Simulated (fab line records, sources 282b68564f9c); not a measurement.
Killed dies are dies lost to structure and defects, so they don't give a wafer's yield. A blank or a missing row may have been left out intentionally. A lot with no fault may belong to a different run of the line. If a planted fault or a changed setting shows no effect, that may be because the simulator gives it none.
Which tool was responsible? / flow ritCmos / 21 wafers from 7 lots sampled at 2 of the route's 202 steps

== WHAT THE GAUGES SHOWED, per wafer ==
RIT_REOX_THK_MEAS_04.
lot=L612; measured=day 3 02:58; on=filmMetro-01; REOX_OXIDE_THK (nm)=25.6 25.5 25.6
lot=L614; measured=day 3 13:13; on=filmMetro-02; REOX_OXIDE_THK (nm)=25.4 25.4 25.5
lot=L616; measured=day 3 21:23; on=filmMetro-02; REOX_OXIDE_THK (nm)=26.0 25.2 25.9
lot=L618; measured=day 4 08:56; on=filmMetro-04; REOX_OXIDE_THK (nm)=25.2 25.1 25.1
lot=L621; measured=day 4 23:02; on=filmMetro-02; REOX_OXIDE_THK (nm)=24.7 24.7 24.4
lot=L626; measured=day 6 01:21; on=filmMetro-01; REOX_OXIDE_THK (nm)=12.0 12.0 12.1
lot=L632; measured=day 7 06:53; on=filmMetro-04; REOX_OXIDE_THK (nm)=24.8 24.5 25.0

== WHICH TOOL RAN EACH LOT (tool, then ch and the chambers of the sampled wafers, then the start) ==
lot=L612; RIT_REOX_OXIDATION_03=furnace-03 ch 0, day 3 00:25
lot=L614; RIT_REOX_OXIDATION_03=furnace-02 ch 0, day 3 10:40
lot=L616; RIT_REOX_OXIDATION_03=furnace-03 ch 0, day 3 18:50
lot=L618; RIT_REOX_OXIDATION_03=furnace-01 ch 0, day 4 06:21
lot=L621; RIT_REOX_OXIDATION_03=furnace-01 ch 0, day 4 20:27
lot=L626; RIT_REOX_OXIDATION_03=furnace-01 ch 0, day 5 22:47
lot=L632; RIT_REOX_OXIDATION_03=furnace-03 ch 0, day 7 04:19
- RIT_REOX_OXIDATION_03: target thk 25.2 nm, ox time 5580 s.

== THE ANSWER, worked out from the rows above alone ==
Rule: usual is defined by the lots themselves. The widest of any qualifying gaps counts: lots, ordered by their means at a reading, are off when they make up no more than a third of the lots, leave a main group of 4 or more, and stand apart from it by 3 or more times the standard deviation of that group's means. If all means in a main group match to the digits the tables above print for the reading, that group is not used. A lot without any number at a reading at which 4 lots or more have one is off too. All remaining lots with rows at the step are treated as sound.
Off: L626, seen at RIT_REOX_THK_MEAS_04 (REOX_OXIDE_THK). Main group: mean 25.2 nm, sd 0.41.
A tool fits if, at a process step before that reading, it ran every lot that is off, and no sound lot after the first of them. Gauges at RIT_REOX_THK_MEAS_04: tried the same way as those tools. 2 tools fit, furnace-01 at RIT_REOX_OXIDATION_03 and filmMetro-01 at RIT_REOX_THK_MEAS_04, so this cannot tell which one it is.

== WHAT THE SIMULATOR HAD INSERTED ==
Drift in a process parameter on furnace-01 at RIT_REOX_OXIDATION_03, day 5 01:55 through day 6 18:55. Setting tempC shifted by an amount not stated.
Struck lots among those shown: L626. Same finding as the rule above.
